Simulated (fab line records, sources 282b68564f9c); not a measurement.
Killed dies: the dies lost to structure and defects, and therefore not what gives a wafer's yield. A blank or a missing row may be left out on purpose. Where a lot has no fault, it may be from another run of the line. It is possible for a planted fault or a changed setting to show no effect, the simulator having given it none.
Which tool is to blame? | flow rit-cmos | 15 lots with 45 wafers sampled at 3 steps, on a route of 202 steps

== WHAT THE GAUGES SHOWED, per wafer ==
RIT_PSD_TW_MEAS_10. Usual: PSD_TW gives 3429 (standard deviation 31).
lot  | measured    | on            | PSD_TW         | flag
L275 | day 3 15:59 | film-metro-04 | 3424 3412 3420 |
L277 | day 3 18:59 | film-metro-04 | 3393 3395 3405 |
L278 | day 3 23:48 | film-metro-02 | 3446 3425 3470 |
L279 | day 4 07:22 | film-metro-02 | 3449 3426 3436 |
L280 | day 4 07:50 | film-metro-03 | 3459 3455 3461 |
L283 | day 5 05:17 | film-metro-04 | 3365 3401 3382 |
L285 | day 5 11:30 | film-metro-04 | 3573 3548 3562 | OFF
L286 | day 5 18:08 | film-metro-02 | 3610 3636 3631 | OFF
L287 | day 5 20:24 | film-metro-03 | 3671 3649 3644 | OFF
L290 | day 6 12:38 | film-metro-04 | 3395 3381 3394 |
L292 | day 6 21:03 | film-metro-02 | 3412 3424 3403 |
L293 | day 7 04:22 | film-metro-02 | 3424 3413 3426 |
L295 | day 7 07:23 | film-metro-04 | 3374 3374 3376 |
L296 | day 7 15:51 | film-metro-04 | 3390 3390 3370 |
L298 | day 8 02:01 | film-metro-03 | 3438 3429 3440 |

RIT_SDANNEAL_RS_MEAS_04: a four-point-probe measurement. Usual: PSD_RS gives 115.78 ohm/sq (standard deviation 0.28).
lot  | measured    | on            | PSD_RS (ohm/sq)      | flag
L275 | day 3 16:29 | film-metro-04 | 115.88 115.81 115.89 |
L277 | day 3 19:40 | film-metro-04 | 115.81 115.94 115.90 |
L278 | day 4 00:17 | film-metro-02 | 116.08 116.16 116.12 |
L279 | day 4 07:52 | film-metro-02 | 115.86 115.84 115.77 |
L280 | day 4 08:19 | film-metro-04 | 115.76 116.04 115.90 |
L283 | day 5 05:47 | film-metro-03 | 115.83 115.89 115.88 |
L285 | day 5 11:59 | film-metro-03 | 104.07 103.96 104.08 | OFF
L286 | day 5 18:38 | film-metro-04 | 103.90 104.29 104.44 | OFF
L287 | day 5 20:53 | film-metro-02 | 103.42 103.57 103.59 | OFF
L290 | day 6 13:07 | film-metro-02 | 115.43 115.73 115.77 |
L292 | day 6 21:32 | film-metro-03 | 115.50 115.63 115.43 |
L293 | day 7 04:52 | film-metro-02 | 115.92 115.36 115.53 |
L295 | day 7 07:53 | film-metro-03 | 115.78 115.63 115.97 |
L296 | day 7 16:25 | film-metro-02 | 115.76 115.38 115.44 |
L298 | day 8 02:43 | film-metro-03 | 115.62 115.93 115.57 |

== TOOL THAT RAN EACH LOT (tool first, then ch and the chambers of the sampled wafers, then the start) ==
lot  | RIT_PSD_IMPLANT_08
L275 | implanter-01 ch 0, day 3 15:40
L277 | implanter-02 ch 0, day 3 18:41
L278 | implanter-03 ch 0, day 3 23:29
L279 | implanter-01 ch 0, day 4 07:03
L280 | implanter-03 ch 0, day 4 07:31
L283 | implanter-03 ch 0, day 5 04:57
L285 | implanter-03 ch 0, day 5 11:10
L286 | implanter-03 ch 0, day 5 17:49
L287 | implanter-03 ch 0, day 5 20:04
L290 | implanter-01 ch 0, day 6 12:18
L292 | implanter-01 ch 0, day 6 20:44
L293 | implanter-02 ch 0, day 7 04:04
L295 | implanter-01 ch 0, day 7 07:05
L296 | implanter-01 ch 0, day 7 15:32
L298 | implanter-02 ch 0, day 8 01:41
- RIT_PSD_IMPLANT_08

== AS READ BY THE TOOLS THEMSELVES (means over the sampled wafers that have a number; for cases with no such wafer, the mark the record gives instead) ==
RIT_PSD_IMPLANT_08. Usual: beam-energy-keV 27.000, standard deviation 0.0091; beam-on-s 13.8 s, standard deviation 1; faraday-current-uA 11207, standard deviation 790.
lot  | tool         | beam-energy-keV | beam-on-s (s) | faraday-current-uA | flag
L275 | implanter-01 | 26.995          | 14.7          | 10488              |
L277 | implanter-02 | 26.994          | 14.0          | 10947              |
L278 | implanter-03 | 26.994          | 12.7          | 12023              |
L279 | implanter-01 | 26.999          | 14.7          | 10496              |
L280 | implanter-03 | 27.009          | 12.6          | 12198              |
L283 | implanter-03 | 27.003          | 12.8          | 11986              |
L285 | implanter-03 | 32.932          | 12.8          | 12058              | OFF
L286 | implanter-03 | 32.936          | 12.6          | 12241              | OFF
L287 | implanter-03 | 32.939          | 12.9          | 11936              | OFF
L290 | implanter-01 | 27.018          | 14.9          | 10322              |
L292 | implanter-01 | 27.006          | 14.8          | 10414              |
L293 | implanter-02 | 27.008          | 14.4          | 10726              |
L295 | implanter-01 | 26.989          | 14.9          | 10371              |
L296 | implanter-01 | 27.004          | 14.6          | 10546              |
L298 | implanter-02 | 26.995          | 13.9          | 11079              |

== THE ANSWER, worked out from the rows above alone ==
Rule: a lot is off if the mean of its wafers that have a number lies more than 3 standard deviations from the usual mean. A lot without any number at a reading at which 4 lots or more have one is off too. Where the step has rows for the other lots, those lots are counted as sound. Order of review: gauges by route order, followed by the tools' own readings, for which a lot's mean as printed above is used. The first step at which some lot is off is used, and at that step the reading that is off furthest; a lot without a number counts as furthest.
Off: L285, L286, L287, seen at RIT_PSD_TW_MEAS_10 (PSD_TW).
A tool fits if, at a process step before that reading, it ran every lot that is off, and no sound lot after the first of them. Not tried: the gauges at RIT_PSD_TW_MEAS_10; whatever is off there is also off at RIT_PSD_IMPLANT_08, on other tools, and gauge error can't account for it. One fits: implanter-03 at RIT_PSD_IMPLANT_08. Its last sound lot is L283 (day 5 04:57), its first lot that is off L285 (day 5 11:10): a fault that began between those two fits.
The tool's own readings at RIT_PSD_IMPLANT_08 bear it out: on the lots that are off they differ by more than 5 times the standard deviation of the sound lots' means. beam-energy-keV reads 32.936 there against 27.001 on the sound lots.

== WHAT THE SIMULATOR HAD INSERTED ==
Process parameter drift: implanter-03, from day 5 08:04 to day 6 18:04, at RIT_PSD_IMPLANT_08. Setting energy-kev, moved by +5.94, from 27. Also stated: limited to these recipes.
Lots struck among those shown: L285, L286, L287. The rule above reached the same finding.
